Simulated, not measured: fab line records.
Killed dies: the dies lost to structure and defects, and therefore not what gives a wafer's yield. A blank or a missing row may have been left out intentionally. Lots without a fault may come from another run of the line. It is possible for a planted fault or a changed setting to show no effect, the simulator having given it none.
Comparing a struck lot with a sound one :: flow rit-cmos :: 44 out of 202 route steps
Sound: the wafers L396.1, L396.4, L396.6. Wafers struck: L402.1, L402.3, L402.5. The cause is given at the end.
For every step that has rows: the tool of each side, followed by ch and its chambers, followed by its first start. Under that, the readings that differ: sound wafers :: struck wafers :: difference of the means :: sigmas: that difference in standard deviations of wafers without a fault.
alike: readings whose means differ by less than 2 such deviations, and words and numbers that are the same on both sides. not compared: withheld readings, readings that some wafer has no value for, bounds like >300 that may hide the same value, and numbers for which the record gives no deviation and whose values overlap.
The two part at a step that has a row with sigmas, a row that says differs or no value, or rows on one side only. Non-overlapping numbers with no deviation appear without sigmas and do not part them. A reading missing from all wafers of one side parts the sides only when that side holds two or more wafers.

first, 2 steps without rows for these wafers: RIT_NLDD_HARDBAKE_07 (time 60 s); RIT_NLDD_IMPLANT_08.
RIT_NLDD_STRIP_09: strips in O2, time 180 s.
  sound on plasma-asher-03 ch 1, day 3 12:31; struck on plasma-asher-03 ch 1, day 4 15:38
  alike: drypump-motor-current-A
  not compared: rf-hours-counter-h
RIT_NLDD_TW_MEAS_10:
  sound on film-metro-02, day 3 12:41; struck on film-metro-04, day 4 15:49
  alike: NLDD_TW
then, 6 steps without rows for these wafers: RIT_PLDD_HMDS_00 (prime time 60 s); RIT_PLDD_COAT_01 (resist thk 1000 nm); RIT_PLDD_SOFTBAKE_02 (time 60 s); RIT_PLDD_EXPOSE_03 (exposes mask M8, target cd 40900 nm); RIT_PLDD_PEB_04; RIT_PLDD_DEVELOP_05 (develop time 50 s).
RIT_PLDD_OVL_MEAS_06:
  sound on overlay-02, day 3 13:36; struck on overlay-02, day 4 16:43
  alike: PLDD_OVL
then, 1 step without rows for these wafers: RIT_PLDD_HARDBAKE_07 (time 60 s).
RIT_PLDD_IMPLANT_08:
  sound on implanter-02 ch 0, day 3 13:47; struck on implanter-02 ch 0, day 4 16:55
  alike: end-station-pressure-torr
RIT_PLDD_STRIP_09: strips in O2, time 180 s.
  sound on plasma-asher-04 ch 0,1, day 3 13:56; struck on plasma-asher-04 ch 0,1, day 4 17:04
  alike: drypump-motor-current-A
  not compared: rf-hours-counter-h
RIT_PLDD_TW_MEAS_10:
  sound on film-metro-02, day 3 14:07; struck on film-metro-01, day 4 17:14
reading: PLDD_TW
sound: 2385 2382 2394
struck: 2205 2209 2213
difference: -178
sigmas: -7
then, 4 steps without rows for these wafers: RIT_SPACER_CLEAN_00 (cleans in SC1, time 600 s); RIT_SPACER_CLEAN_01 (cleans in dHF, time 28.75 s); RIT_SPACER_CLEAN_02 (cleans in SC2, time 600 s); RIT_SPACER_CVD_03 (deposits Si3N4 from SiH2Cl2/NH3, target thk 250 nm, time 3300 s).
RIT_SPACER_THK_MEAS_04:
  sound on film-metro-02, day 3 16:27; struck on film-metro-01, day 4 19:50
  alike: SPACER_NITRIDE_THK
RIT_SPACER_ETCHBACK_05: etches Si3N4 in SF6/CHF3, stops on SiO2, target depth 250 nm, time 240 s.
  sound on rie-diel-04 ch 0,1,3, day 3 16:31; struck on rie-diel-02 ch 0,1, day 4 19:54
  alike: CHF3_flow_sccm, drypump-motor-current-A, oes-product-au, throttle-valve-pct
  not compared: rf-hours-counter-h
then, 6 steps without rows for these wafers: RIT_NSD_HMDS_00 (prime time 60 s); RIT_NSD_COAT_01 (resist thk 1000 nm); RIT_NSD_SOFTBAKE_02 (time 60 s); RIT_NSD_EXPOSE_03 (exposes mask M9, target cd 40700 nm); RIT_NSD_PEB_04; RIT_NSD_DEVELOP_05 (develop time 50 s).
RIT_NSD_OVL_MEAS_06:
  sound on overlay-02, day 3 17:38; struck on overlay-01, day 4 21:02
  alike: NSD_OVL
then, 2 steps without rows for these wafers: RIT_NSD_HARDBAKE_07 (time 60 s); RIT_NSD_IMPLANT_08.
RIT_NSD_STRIP_09: strips in O2, time 180 s.
  sound on plasma-asher-02 ch 0,1, day 3 17:58; struck on plasma-asher-04 ch 0,1, day 4 21:22
  alike: drypump-motor-current-A
  not compared: rf-hours-counter-h
RIT_NSD_TW_MEAS_10:
  sound on film-metro-01, day 3 18:09; struck on film-metro-01, day 4 21:33
  alike: NSD_TW
then, 6 steps without rows for these wafers: RIT_PSD_HMDS_00 (prime time 60 s); RIT_PSD_COAT_01 (resist thk 994.2 nm); RIT_PSD_SOFTBAKE_02 (time 60 s); RIT_PSD_EXPOSE_03 (exposes mask M10, target cd 40900 nm); RIT_PSD_PEB_04; RIT_PSD_DEVELOP_05 (develop time 50 s).
RIT_PSD_OVL_MEAS_06:
  sound on overlay-02, day 3 19:04; struck on overlay-01, day 4 22:35
  alike: PSD_OVL
then, 2 steps without rows for these wafers: RIT_PSD_HARDBAKE_07 (time 60 s); RIT_PSD_IMPLANT_08.
RIT_PSD_STRIP_09: strips in O2, time 180 s.
  sound on plasma-asher-01 ch 0,1, day 3 19:23; struck on plasma-asher-03 ch 0,1, day 4 22:55
  alike: drypump-motor-current-A
  not compared: rf-hours-counter-h
RIT_SDANNEAL_RS_MEAS_06: the measuring method here is four-point-probe.
  sound on film-metro-04, day 3 20:20; struck on film-metro-04, day 4 23:49
reading: PLDD_RS (ohm/sq)
sound: 177.9 179.0 178.6
struck: 200.7 200.5 200.5
difference: +22.1
sigmas: +50
RIT_M1_PROBE_99:
  sound on prober-01, day 4 03:54; struck on prober-01, day 5 07:19
reading: model.etest.pmos-turned.r-on-ohm-um
sound: 3406 3484 3388
struck: 3794 3861 3852
difference: +410
sigmas: 

reading: model.etest.pldd.rs-ohm-sq-range
sound: 8.511 7.413 7.752
struck: 158.7 159.2 162.8
difference: +152.3
sigmas: 

reading: model.etest.pldd.rs-ohm-sq
sound: 490.3 515.6 487.2
struck: 621.6 596.8 600.4
difference: +108.6
sigmas: 

reading: model.etest.pldd.rs-ohm-sq-rim-less-centre
sound: 1.377 0.4217 -1.245
struck: -75.26 -76.3 -80.84
difference: -77.65
sigmas: 

reading: model.etest.pldd.line-ohm-um
sound: 154.6 163.6 154.4
struck: 195.8 192.4 192.8
difference: +36.1
sigmas: 

reading: model.etest.pmos_0p15.drive-ua-um-range
sound: 3.539 5.75 3.05
struck: 23.16 25.2 25.11
difference: +20.38
sigmas: 

reading: model.etest.pmos-turned.drive-ua-um
sound: 190.6 184.5 193.7
struck: 165.6 163.6 163.4
difference: -25.4
sigmas: 

reading: model.etest.pmos_0p15.drive-ua-um-rim-less-centre
sound: -2.966 -5.011 -0.3405
struck: 7.277 7.625 7.301
difference: +10.174
sigmas: 
  alike: killed-at-front-end, killed-dies, killed-open, killed-short

## WHERE THEY PART
Earliest at RIT_PLDD_TW_MEAS_10; latest, in this record, at RIT_SDANNEAL_RS_MEAS_06. Later steps at which nothing parts them and some readings are alike: RIT_M1_PROBE_99.

WHY: the cause the simulator had injected
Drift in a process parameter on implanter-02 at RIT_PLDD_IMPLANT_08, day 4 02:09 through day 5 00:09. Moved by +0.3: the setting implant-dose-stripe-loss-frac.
